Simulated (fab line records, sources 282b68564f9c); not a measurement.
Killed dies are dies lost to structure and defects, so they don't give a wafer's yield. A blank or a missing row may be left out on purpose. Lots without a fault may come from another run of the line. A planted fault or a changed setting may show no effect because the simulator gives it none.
fab line records | flow rit_cmos | part 2 of 2: steps 30 to 40 of 40
record lots=5 wafers=15 last_day=5
route steps=202 shown FOX1@22 FOX2@23 NWELL@28 PWELL@39 WELLDRIVE@50 NRETRO@53
lots that met no fault: from a run of the same line without faults
start_h: hours from the record's first day to the start of the lot's first wafer shown | wait_h: hours since the lot's step before | " the same as in the row above | L1.1+2: a row that stands for several wafers | - no value, or no start given | * or withheld: withheld | < > ~ a bound
route shown NAME@n: a module of which the file shows steps, and the number in the route of the first | usual: mean/standard deviation of fault-free wafers | same: alike in all rows | chamber/n: place in a boat | sites: the reading at each site | _std_site: their standard deviation | _edge_site: outer sites' mean less inner sites' | radius_mm: how far each site lies from the wafer's centre | mask NAME#n: copy n | behind: the tool/chamber that last shaped the wafer | hold: why the lot was held/for how many hours/how that ended | device: the transistor (n, p or np) that didn't switch | end of line: the same wafers' tests at the end of the route | a step without rows: its recipe alone | killed: dies lost to structure and defects at the first sort, not the wafer's yield | map: a wafer's dies, x killed, . not, _ none there
set.NAME: the setting as run; set.NAME@STEP: as run at that earlier step | model.NAME: the simulator's own value behind a step, which no gauge read
lots at some steps of the route; a table a step, a row a wafer
services: from which hour (start_h, from the record's first day; less than 0 if before it) a tool's chamber was out of use, for how many hours, and why
## steps
# step RIT_WELLDRIVE_RS_MEAS_01
# recipe thk_meas_gauge=four-point-probe
# usual NWELL_RS=275.6/0.85
# columns lot.wafer tool chamber start_h wait_h NWELL_RS[ohm/sq]
L075.1 film_metro-04 - 34.33 0.0 277.4
L075.4 " - " " 277.2
L075.6 " - " " 276.3
L080.2 film_metro-04 - 59.07 0.0 275.7
L080.4 " - " " 274.6
L080.6 " - " " 275.4
L082.1 film_metro-02 - 68.68 0.0 274.6
L082.2 " - " " 275.5
L082.4 " - " " 275.4
L084.1 film_metro-02 - 83.63 0.0 273.5
L084.3 " - " " 273.7
L084.6 " - " " 273.5
L087.1 film_metro-04 - 93.12 0.0 276.5
L087.2 " - " " 276.8
L087.6 " - " " 277.6
# step RIT_WELLDRIVE_RS_MEAS_02
# recipe thk_meas_gauge=four-point-probe
# usual PWELL_RS=424.0/1
# columns lot.wafer tool chamber start_h wait_h PWELL_RS[ohm/sq]
L075.1 film_metro-04 - 34.45 0.1 424.3
L075.4 " - " " 425.3
L075.6 " - " " 423.9
L080.2 film_metro-04 - 59.19 0.1 426.6
L080.4 " - " " 425.8
L080.6 " - " " 425.6
L082.1 film_metro-02 - 68.80 0.1 423.8
L082.2 " - " " 424.9
L082.4 " - " " 424.0
L084.1 film_metro-02 - 83.75 0.1 424.4
L084.3 " - " " 424.1
L084.6 " - " " 423.9
L087.1 film_metro-04 - 93.24 0.1 424.1
L087.2 " - " " 423.4
L087.6 " - " " 423.9
# step RIT_NRETRO_HMDS_00
# recipe prime_time_s=60 prime_temp_c=140
# usual exhaust_pa=45.0/0.9
# columns lot.wafer tool chamber start_h wait_h exhaust_pa
L075.1 litho_track-01 0 34.57 0.1 45.0
L075.4 " 0 " " 44.1
L075.6 " 0 " " 44.0
L080.2 litho_track-04 0 59.32 0.1 44.0
L080.4 " 0 " " 45.2
L080.6 " 0 " " 43.6
L082.1 litho_track-01 0 68.92 0.1 44.9
L082.2 " 0 " " 45.3
L082.4 " 0 " " 44.4
L084.1 litho_track-02 0 83.87 0.1 45.1
L084.3 " 0 " " 44.0
L084.6 " 0 " " 43.7
L087.1 litho_track-02 0 93.36 0.1 44.8
L087.2 " 0 " " 44.1
L087.6 " 0 " " 45.6
# step RIT_NRETRO_COAT_01
# recipe resist=NOVOLAK spin_rpm=2000 resist_thk_nm=1300
# usual exhaust_pa=45.1/0.94
# columns lot.wafer tool chamber start_h wait_h exhaust_pa
L075.1 litho_track-01 0 34.72 0.1 45.6
L075.4 " 0 " " 45.3
L075.6 " 0 " " 45.8
L080.2 litho_track-04 0 59.47 0.1 44.4
L080.4 " 0 " " 45.0
L080.6 " 0 " " 44.9
L082.1 litho_track-01 0 69.07 0.1 46.0
L082.2 " 0 " " 47.6
L082.4 " 0 " " 45.5
L084.1 litho_track-02 0 84.02 0.1 44.9
L084.3 " 0 " " 45.0
L084.6 " 0 " " 45.3
L087.1 litho_track-02 0 93.51 0.1 46.4
L087.2 " 0 " " 44.4
L087.6 " 0 " " 43.6
# step RIT_NRETRO_SOFTBAKE_02
# recipe resist=NOVOLAK temp_c=90 time_s=60
# usual exhaust_pa=44.9/0.73
# columns lot.wafer tool chamber start_h wait_h exhaust_pa
L075.1 litho_track-01 0 34.87 0.1 45.2
L075.4 " 0 " " 44.0
L075.6 " 0 " " 44.9
L080.2 litho_track-04 0 59.62 0.1 44.4
L080.4 " 0 " " 46.0
L080.6 " 0 " " 44.8
L082.1 litho_track-01 0 69.22 0.1 45.4
L082.2 " 0 " " 45.4
L082.4 " 0 " " 46.3
L084.1 litho_track-02 0 84.17 0.1 45.7
L084.3 " 0 " " 44.6
L084.6 " 0 " " 45.6
L087.1 litho_track-02 0 93.66 0.1 44.6
L087.2 " 0 " " 44.9
L087.6 " 0 " " 44.8
# step RIT_NRETRO_EXPOSE_03
# recipe mask_id=M4 na=0.57 target_cd_nm=43900 dose_mj=250
# columns lot.wafer tool chamber start_h wait_h mask
L075.1+4+6 iline_stepper-02 0 35.02 0.1 M4#0
L080.2+4+6 iline_stepper-02 0 59.76 0.1 M4#0
L082.1+2+4 iline_stepper-01 0 69.49 0.2 M4#0
L084.1+3+6 iline_stepper-02 0 84.32 0.1 M4#0
L087.1+2+6 iline_stepper-02 0 93.81 0.1 M4#0
# step RIT_NRETRO_PEB_04
# recipe resist=NOVOLAK temp_c=withheld time_s=withheld
# usual exhaust_pa=44.9/0.87
# columns lot.wafer tool chamber start_h wait_h exhaust_pa
L075.1 litho_track-04 0 35.13 0.1 46.0
L075.4 " 0 " " 43.5
L075.6 " 0 " " 45.6
L080.2 litho_track-04 0 59.88 0.1 46.1
L080.4 " 0 " " 44.8
L080.6 " 0 " " 44.3
L082.1 litho_track-02 0 69.61 0.1 45.0
L082.2 " 0 " " 44.6
L082.4 " 0 " " 44.8
L084.1 litho_track-04 0 84.43 0.1 44.2
L084.3 " 0 " " 45.9
L084.6 " 0 " " 44.2
L087.1 litho_track-04 0 93.93 0.1 45.6
L087.2 " 0 " " 45.2
L087.6 " 0 " " 45.2
# step RIT_NRETRO_DEVELOP_05
# recipe resist=NOVOLAK develop_time_s=68 dev_temp_c=23
# usual exhaust_pa=45.1/0.93
# columns lot.wafer tool chamber start_h wait_h exhaust_pa
L075.1 litho_track-04 0 - - 44.4
L075.4 " 0 " " 44.9
L075.6 " 0 " " 44.4
L080.2 litho_track-04 0 - - 43.8
L080.4 " 0 " " 45.6
L080.6 " 0 " " 45.5
L082.1 litho_track-02 0 - - 45.3
L082.2 " 0 " " 44.9
L082.4 " 0 " " 46.4
L084.1 litho_track-04 0 - - 45.5
L084.3 " 0 " " 45.8
L084.6 " 0 " " 47.3
L087.1 litho_track-04 0 - - 45.4
L087.2 " 0 " " 45.6
L087.6 " 0 " " 44.9
# step RIT_NRETRO_OVL_MEAS_06
# usual NRETRO_OVL=-0.5/1.4
# columns lot.wafer tool chamber start_h wait_h NRETRO_OVL[nm]
L075.1 overlay-02 - 35.45 - 1.2
L075.4 " - " " -0.2
L075.6 " - " " -0.1
L080.2 overlay-01 - 60.18 - 0.7
L080.4 " - " " -0.6
L080.6 " - " " -0.4
L082.1 overlay-01 - 69.92 - -2.3
L082.2 " - " " -3.6
L082.4 " - " " -2.4
L084.1 overlay-02 - 84.75 - 0.0
L084.3 " - " " -1.1
L084.6 " - " " -0.1
L087.1 overlay-02 - 94.24 - -1.5
L087.2 " - " " -2.2
L087.6 " - " " -0.1
# step RIT_NRETRO_HARDBAKE_07
# recipe resist=NOVOLAK temp_c=140 time_s=120
# usual exhaust_pa=44.9/0.99
# columns lot.wafer tool chamber start_h wait_h exhaust_pa
L075.1 litho_track-02 0 35.48 0.0 44.3
L075.4 " 0 " " 44.3
L075.6 " 0 " " 44.0
L080.2 litho_track-02 0 60.27 0.1 45.0
L080.4 " 0 " " 43.9
L080.6 " 0 " " 44.0
L082.1 litho_track-01 0 69.96 0.0 45.5
L082.2 " 0 " " 45.3
L082.4 " 0 " " 45.5
L084.1 litho_track-01 0 84.78 0.0 44.8
L084.3 " 0 " " 44.6
L084.6 " 0 " " 46.0
L087.1 litho_track-01 0 94.28 0.0 45.6
L087.2 " 0 " " 46.0
L087.6 " 0 " " 45.6
# step RIT_NRETRO_IMPLANT_08
# recipe species=P energy_kev=70 dose_cm2=1.016e+13 tilt_deg=7
# usual tilt_deg=6.999/0.019
# same implant_ion_amu=31
# columns lot.wafer tool chamber start_h wait_h tilt_deg
L075.1 implanter-01 0 35.73 0.2 6.988
L075.4 " 0 " " 7.001
L075.6 " 0 " " 6.976
L080.2 implanter-03 0 60.50 0.2 7.026
L080.4 " 0 " " 7.007
L080.6 " 0 " " 7.008
L082.1 implanter-04 0 70.21 0.2 6.959
L082.2 " 0 " " 6.982
L082.4 " 0 " " 6.991
L084.1 implanter-01 0 85.03 0.2 6.971
L084.3 " 0 " " 6.979
L084.6 " 0 " " 6.998
L087.1 implanter-03 0 94.53 0.2 6.974
L087.2 " 0 " " 6.963
L087.6 " 0 " " 7.023
## services
# columns tool chamber start_h hours kind
plasma_asher-04 - 2.82 2.0 repair
implanter-01 - 16.55 2.8 repair
implanter-02 - 18.75 2.9 repair
furnace-04 - 20.23 3.5 pm
furnace-04 - 27.67 14.6 repair
iline_stepper-02 - 28.05 0.7 repair
furnace-03 - 34.33 3.5 pm
implanter-01 - 37.77 5.6 repair
iline_stepper-01 - 39.23 2.1 pm
iline_stepper-01 - 41.32 - consumable_replace:lamp
furnace-04 - 42.24 1.9 pm
iline_stepper-02 0 49.84 - calibration
furnace-02 - 52.84 3.1 pm
implanter-01 - 60.20 2.7 pm
plasma_asher-01 - 74.94 15.6 pm
iline_stepper-01 - 94.29 4.7 repair
